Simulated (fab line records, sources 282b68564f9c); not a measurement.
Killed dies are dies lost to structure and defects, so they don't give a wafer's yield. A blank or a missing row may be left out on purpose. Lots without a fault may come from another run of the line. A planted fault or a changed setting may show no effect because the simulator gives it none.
Which tool did it? | flow rit_cmos | 15 lots, 45 wafers sampled, at 4 steps of a route of 202

WHAT THE GAUGES READ, wafer by wafer
RIT_FOX2_THK_MEAS_01.
lot  | measured    | on            | FOX2_OXIDE_THK (nm)
L344 | day 1 18:29 | film_metro-01 | 358 352 358
L345 | day 1 23:44 | film_metro-01 | 357 358 355
L346 | day 2 06:02 | film_metro-01 | 363 362 361
L347 | day 2 09:44 | film_metro-04 | 359 358 359
L348 | day 2 14:37 | film_metro-01 | 356 357 364
L349 | day 2 19:30 | film_metro-02 | 356 357 356
L352 | day 3 10:43 | film_metro-04 | 371 361 359
L353 | day 3 15:28 | film_metro-01 | 370 371 375
L356 | day 4 07:34 | film_metro-01 | 368 368 360
L357 | day 4 13:57 | film_metro-01 | 543 536 547
L358 | day 4 19:22 | film_metro-04 | 546 545 538
L360 | day 5 09:56 | film_metro-01 | 530 523 524
L364 | day 6 00:21 | film_metro-04 | 352 354 354
L365 | day 6 04:53 | film_metro-02 | 348 350 349
L366 | day 6 08:36 | film_metro-02 | 355 352 352

RIT_FOX2_THK_MEAS_90.
lot  | measured    | on            | FIELD_OXIDE_LEFT_1_THK (nm)
L344 | day 1 19:23 | film_metro-04 | 331 324 331
L345 | day 2 01:23 | film_metro-01 | 331 331 327
L346 | day 2 07:41 | film_metro-01 | 336 335 334
L347 | day 2 11:22 | film_metro-01 | 332 331 332
L348 | day 2 15:34 | film_metro-01 | 328 330 336
L349 | day 2 20:23 | film_metro-04 | 328 329 328
L352 | day 3 11:35 | film_metro-02 | 343 333 331
L353 | day 3 17:14 | film_metro-04 | 342 344 348
L356 | day 4 09:21 | film_metro-01 | 341 341 334
L357 | day 4 15:50 | film_metro-04 | 516 509 520
L358 | day 4 20:14 | film_metro-04 | 519 518 512
L360 | day 5 11:01 | film_metro-04 | 503 497 497
L364 | day 6 01:59 | film_metro-01 | 325 327 327
L365 | day 6 05:46 | film_metro-04 | 320 322 321
L366 | day 6 09:32 | film_metro-04 | 327 325 324

RIT_FOX2_THK_MEAS_91.
lot  | measured    | on            | FIELD_OXIDE_LEFT_2_THK (nm)
L344 | day 2 08:16 | film_metro-02 | 263 257 264
L345 | day 2 13:52 | film_metro-01 | 262 262 259
L346 | day 2 20:09 | film_metro-01 | 269 268 267
L347 | day 3 00:08 | film_metro-01 | 264 263 264
L348 | day 3 04:13 | film_metro-04 | 259 260 267
L349 | day 3 09:12 | film_metro-02 | 261 262 261
L352 | day 4 02:17 | film_metro-01 | 275 266 264
L353 | day 4 05:37 | film_metro-01 | 274 274 280
L356 | day 4 21:32 | film_metro-01 | 273 272 265
L357 | day 5 05:17 | film_metro-01 | 448 441 452
L358 | day 5 10:51 | film_metro-02 | 451 450 444
L360 | day 6 00:35 | film_metro-02 | 435 429 429
L364 | day 6 14:49 | film_metro-01 | 257 259 258
L365 | day 6 18:41 | film_metro-04 | 253 254 253
L366 | day 6 22:13 | film_metro-01 | 260 257 257

WHICH TOOL RAN EACH LOT (tool, then ch and the chambers of the sampled wafers, then the start)
lot  | RIT_FOX2_OXIDATION_00
L344 | furnace-02 ch 0, day 1 17:11
L345 | furnace-02 ch 0, day 1 22:25
L346 | furnace-04 ch 0, day 2 04:44
L347 | furnace-02 ch 0, day 2 08:25
L348 | furnace-02 ch 0, day 2 13:18
L349 | furnace-02 ch 0, day 2 18:11
L352 | furnace-02 ch 0, day 3 09:23
L353 | furnace-02 ch 0, day 3 14:09
L356 | furnace-02 ch 0, day 4 06:16
L357 | furnace-01 ch 0, day 4 10:43 and furnace-02 ch 0, day 4 12:38
L358 | furnace-02 ch 0, day 4 15:37
L360 | furnace-02 ch 0, day 5 05:18
L364 | furnace-04 ch 0, day 5 23:02
L365 | furnace-04 ch 0, day 6 03:32
L366 | furnace-04 ch 0, day 6 07:16
- RIT_FOX2_OXIDATION_00: target thk 350.7 nm, ox time 1130 s.

WHAT THE TOOLS THEMSELVES READ (means of the sampled wafers that have a number; where no wafer has one, the mark that the record gives instead)
RIT_FOX2_OXIDATION_00.
lot  | tool                  | tube_center_temp_C_max
L344 | furnace-02            | 1102.8
L345 | furnace-02            | 1103.0
L346 | furnace-04            | 1102.6
L347 | furnace-02            | 1102.8
L348 | furnace-02            | 1102.9
L349 | furnace-02            | 1103.1
L352 | furnace-02            | 1102.8
L353 | furnace-02            | 1102.6
L356 | furnace-02            | 1102.9
L357 | furnace-01/furnace-02 | 1103.1
L358 | furnace-02            | 1103.0
L360 | furnace-02            | 1102.9
L364 | furnace-04            | 1103.1
L365 | furnace-04            | 1102.8
L366 | furnace-04            | 1103.0

THE ANSWER, worked out from the rows above alone
Rule: what is usual is taken from the lots themselves. Put in order of their means at a reading, lots are off if they are a third of the lots or fewer, leave a main group of 4 or more, and stand apart from it by a gap of 3 or more times the standard deviation of the main group's means; of several such gaps the widest counts. A main group whose means are all the same, to the digits that the tables above print for the reading, isn't used. A lot without any number at a reading at which 4 lots or more have one is off too. The other lots that the step has rows for count as sound. The gauges are gone through in route order, then the tools' own readings, and for those a lot's mean is taken as printed above. The first step at which some lot is off is used, and at that step the reading that is off furthest; a lot without a number counts as furthest.
Off: L357, L358, L360, at RIT_FOX2_THK_MEAS_01 (FOX2_OXIDE_THK). The main group: mean 359 nm, standard deviation 6.
A tool fits if, at a process step before that reading, it ran every lot that is off, and no sound lot after the first of them. The gauges at RIT_FOX2_THK_MEAS_01 are tried like those tools. One fits: furnace-02 at RIT_FOX2_OXIDATION_00. Its last sound lot is L356 (day 4 06:16), its first lot that is off L357 (day 4 12:38): a fault that began between those two fits.

WHAT THE SIMULATOR HAD PUT IN
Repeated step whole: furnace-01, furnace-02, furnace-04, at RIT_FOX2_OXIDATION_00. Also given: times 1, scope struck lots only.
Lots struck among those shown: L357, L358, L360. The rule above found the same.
